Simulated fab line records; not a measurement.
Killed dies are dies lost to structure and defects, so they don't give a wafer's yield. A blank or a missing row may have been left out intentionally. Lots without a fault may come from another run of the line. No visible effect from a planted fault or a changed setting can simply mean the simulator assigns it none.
Struck lot and sound lot, side by side ; flow berkeley_cmos170 ; 14 steps out of a route of 331
Sound: these wafers, L318.1, L318.5, L318.6. Wafers L331.1, L331.2, L331.5 were the ones struck. The cause is given at the end.
At each step with rows: each side's tool, then ch and its chambers, then its first start. Under that, the readings that differ: sound wafers ; struck wafers ; difference of the means ; sigmas: that difference in standard deviations of wafers without a fault.
alike: readings whose means differ by less than 2 such deviations, and words and numbers that are the same on both sides. not compared: withheld readings, readings that some wafer has no value for, bounds like >300 that may hide the same value, and numbers for which the record gives no deviation and whose values overlap.
A row with sigmas, a row that says differs or no value, or rows on one side alone: a step with any of these is where the two part. Numbers that have no deviation but don't overlap get no sigmas and don't part them. Lack of a reading on every wafer of one side parts them only where that side has two or more wafers.

UCB170_PVT_STRIP_08: strips in O2.
  sound on plasma_asher-03 ch 0,1, day 5 22:25; struck on plasma_asher-04 ch 0,1, day 8 22:07
  alike: drypump_motor_current_A, oes_product_au, strip_time_to_endpoint_s
  not compared: rf_hours_counter_h
UCB170_PVT_TW_MEAS_09:
  sound on film_metro-02, day 5 22:31; struck on film_metro-02, day 8 22:13
reading;sound;struck;difference;sigmas
PVT_TW;511.1 514.9 512.7;507.7 506.1 509.7;-5.1;-2
then, 1 step without rows for these wafers: UCB170_GATE_WET_ETCH_00 (etches SiO2 in dHF, time 200 s).
UCB170_FIELD_THK_MEAS_91:
  sound on film_metro-01, day 5 22:45; struck on film_metro-04, day 8 22:21
  alike: FIELD_OXIDE_LEFT_2_THK
then, 1 step without rows for these wafers: UCB170_GATE_OXIDATION_01 (target thk 6.6 nm, ox time 1800 s).
UCB170_GATE_THK_MEAS_02:
  sound on film_metro-03, day 6 03:56; struck on film_metro-03, day 9 02:55
  alike: GATE_OXIDE_THK
then, 2 steps without rows for these wafers: UCB170_GATE_ANNEAL_03 (time 1800 s); UCB170_GATE_CVD_04 (deposits poly-Si from SiH4, time 1440 s, target thk 214 nm).
UCB170_GATE_THK_MEAS_05:
  sound on film_metro-02, day 6 11:03; struck on film_metro-02, day 9 09:04
  alike: GATE_POLY_THK
then, 3 steps without rows for these wafers: UCB170_GATE_COAT_06; UCB170_GATE_COAT_07 (resist thk 900 nm); UCB170_GATE_SOFTBAKE_08 (time 60 s).
UCB170_GATE_EXPOSE_09: exposes mask POLY, target cd 350 nm.
  struck on krf_scanner-01, day 9 09:43; sound on krf_scanner-01 ch 0, day 6 12:03
  no value came back on the struck wafers for exposure_dose_mJ_cm2, focus_offset_nm (nm), na; on the sound wafers exposure_dose_mJ_cm2 reads 20.966 20.974 20.924
  alike: mask
following that, these wafers have no rows for 1 step: UCB170_GATE_PEB_10.

WHERE THEY PART
At UCB170_PVT_TW_MEAS_09 first; at UCB170_GATE_EXPOSE_09 last (within this record only).

WHY: whatever the simulator had introduced
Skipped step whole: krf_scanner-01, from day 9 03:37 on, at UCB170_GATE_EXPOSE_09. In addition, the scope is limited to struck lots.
